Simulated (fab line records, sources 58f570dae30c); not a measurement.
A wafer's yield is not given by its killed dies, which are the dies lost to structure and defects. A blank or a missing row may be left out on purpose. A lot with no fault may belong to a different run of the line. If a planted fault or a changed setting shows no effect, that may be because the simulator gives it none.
8D (eight disciplines) problem report, filled in by code :: flow berkeley-cmos170 :: the parts of the form that need people (team, actions taken, sign-off) are left out

== 1. WHAT IS WRONG ==
At UCB170_V2_CD_MEAS_12, cd-nm averages 752.6 nm over 6 wafers from 2 lots, while fault-free wafers read 699.8 nm, standard deviation 1.2. That is +44 standard deviations from the usual mean.
The step: target cd 700 nm.
The first sign was on wafer L936.2 at day 10 06:17, on cd-sem-02. The record has a number at this step for 42 wafers belonging to 14 lots. By rule, "out" or "out of limits" means more than 4 standard deviations away from the usual mean. The other wafers with a number count as sound.

== 2. WHAT IT IS, AND WHAT IT ISN'T ==
question: which readings at this step
is: cd-nm
is not: -

question: which lots
is: L936, L937
is not: L926, L927, L928, L931, L934, L935, L942, L943, L944, L947, L948, L949

question: which wafers of those lots
is: all that have a number
is not: -

question: read on which gauges
is: cd-sem-01, cd-sem-02
is not: -

question: when
is: from day 10 06:17
is not: up to then (18 sound wafers); but 18 sound wafers of L942, L943, L944, L947, L948, L949 came after

== 3. SUSPECTS, AND WHAT RULES EACH OUT ==
Counting: a tool stays on the suspect list if, at a process step up to the reading, it processed all lots that are out and no sound lot following the first of them.
- the gauge at UCB170_V2_CD_MEAS_12 has been ruled out. The wafers that are out were read on 2 gauges (cd-sem-01, cd-sem-02).
- litho-track-01 at UCB170_V2_PEB_10: kept. It ran every lot that is out, first L936 (day 10 06:01), and no sound lot after that; its last sound lot up to then is L934 (day 10 02:01). On those wafers its own readings are out: heater-power-total-W, plate-temp-C.
Left after counting: litho-track-01 at UCB170_V2_PEB_10.

== 4. THE CAUSE (what the simulator had put in) ==
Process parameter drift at UCB170_V2_PEB_10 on litho-track-01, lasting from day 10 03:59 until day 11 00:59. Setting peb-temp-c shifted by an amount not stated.
After counting, this tool was the only one left.

== 5. THE CHAIN OF EFFECTS, in route order ==
Rows list readings where the struck wafers' mean (over those with a number) sits beyond 3 standard deviations from the usual. Readings are gone through only where the record gives a usual standard deviation; hours: the median, over the lots, of the time from a lot's start at the first step in this table giving one to that lot's start at this step; sigmas: the change measured in usual standard deviations.
hours: 0
step: UCB170_V2_PEB_10
reading: heater-power-total-W
usual: 56.80 W
on struck wafers: 64.82
change: +8.02
sigmas: +99 or more

hours: 0
step: UCB170_V2_PEB_10
reading: plate-temp-C
usual: 129.99 C
on struck wafers: 143.92
change: +13.93
sigmas: +99 or more

hours: 0
step: UCB170_V2_CD_MEAS_12
reading: cd-nm
usual: 699.8 nm
on struck wafers: 752.6
change: +52.8
sigmas: +44
Here are the process steps it includes:
- UCB170_V2_PEB_10

== 6. WHAT WOULD HAVE CAUGHT IT SOONER ==
The first out-of-limits reading at a measuring or inspecting step in this record came at day 10 06:17, 2 hours after the fault's start at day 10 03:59.
Tool's own readings at UCB170_V2_PEB_10, heater-power-total-W, plate-temp-C: out on all struck wafers the step has rows for; an alarm limit on them would have tripped on the first.
Of the lots that are out (2), L937 began UCB170_V2_PEB_10 on litho-track-01 after day 10 06:17. A hold on the tool at that time would have spared it.
